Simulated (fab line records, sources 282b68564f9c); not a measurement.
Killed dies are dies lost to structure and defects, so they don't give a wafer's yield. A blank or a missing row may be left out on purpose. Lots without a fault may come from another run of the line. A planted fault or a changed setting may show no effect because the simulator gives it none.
Problem report in the 8D (eight disciplines) form, filled by code | flow rit_cmos | the parts of the form that need people (team, actions taken, sign-off) are left out

1. THE PROBLEM
GATE_OVL at RIT_GATE_OVL_MEAS_17 reads a mean of 128.8 nm on 12 wafers of 4 lots; wafers without a fault read -0.9 nm with a standard deviation of 1.2. That is +99 or more standard deviations from the usual mean.
First seen on wafer L259.2, day 5 14:42, on overlay-01. The record holds 48 wafers of 16 lots with a number at this step. Rule for "out", or "out of limits": more than 4 standard deviations from the usual mean. The other wafers with a number count as sound.

2. WHAT IT IS AND WHAT IT IS NOT
question                    | is                     | is not
which readings at this step | GATE_OVL               | -
which lots                  | L259, L261, L262, L263 | L246, L247, L248, L249, L250, L251, L252, L254, L255, L256, L257, L268
which wafers of those lots  | all that have a number | -
read on which gauges        | overlay-01, overlay-02 | -
when                        | from day 5 14:42       | up to then (33 sound wafers); but 3 sound wafers of L268 came after

3. SUSPECTS, AND WHAT RULES EACH OUT
Counting: a tool at a process step up to the reading stays a suspect if it ran every lot that is out and no sound lot after the first of them.
- the gauge at RIT_GATE_OVL_MEAS_17: ruled out. The wafers that are out were read on 2 gauges (overlay-01, overlay-02).
- iline_stepper-01 at RIT_GATE_EXPOSE_13 (exposes mask M6, target cd 150 nm): kept. It ran every lot that is out, first L259 (day 5 14:11), and no sound lot after that; its last sound lot up to then is L257 (day 5 04:45).
Left after counting: iline_stepper-01 at RIT_GATE_EXPOSE_13.

4. THE CAUSE (what the simulator had put in)
Scanner matching overlay: iline_stepper-01, from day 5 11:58 on, at RIT_GATE_EXPOSE_13. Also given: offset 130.
Counting left only this tool.

5. THE CHAIN OF EFFECTS, in route order
Each row: a reading whose mean over the struck wafers that have a number lies more than 3 standard deviations from the usual. Only readings for which the record gives a usual standard deviation are gone through. hours: the time from each lot's start at the first step in this table that gives one to its start at this step, as a median over the lots. sigmas: the change in usual standard deviations.
hours | step                 | reading  | usual   | on struck wafers | change | sigmas
0     | RIT_GATE_OVL_MEAS_17 | GATE_OVL | -0.9 nm | 128.8            | +129.7 | +99 or more

6. WHAT WOULD HAVE CAUGHT IT SOONER
In this record the first reading out of limits at a measuring or inspecting step was taken at day 5 14:42, 3 hours after the fault began at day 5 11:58.
Of the tool readings at RIT_GATE_EXPOSE_13 for which the record gives a usual standard deviation, none was out on any struck wafer, so an alarm limit of 4 standard deviations on them would not have fired.
Of the lots that are out (4), L261, L262, L263 began RIT_GATE_EXPOSE_13 on iline_stepper-01 after day 5 14:42. A hold on the tool at that time would have spared those 3.
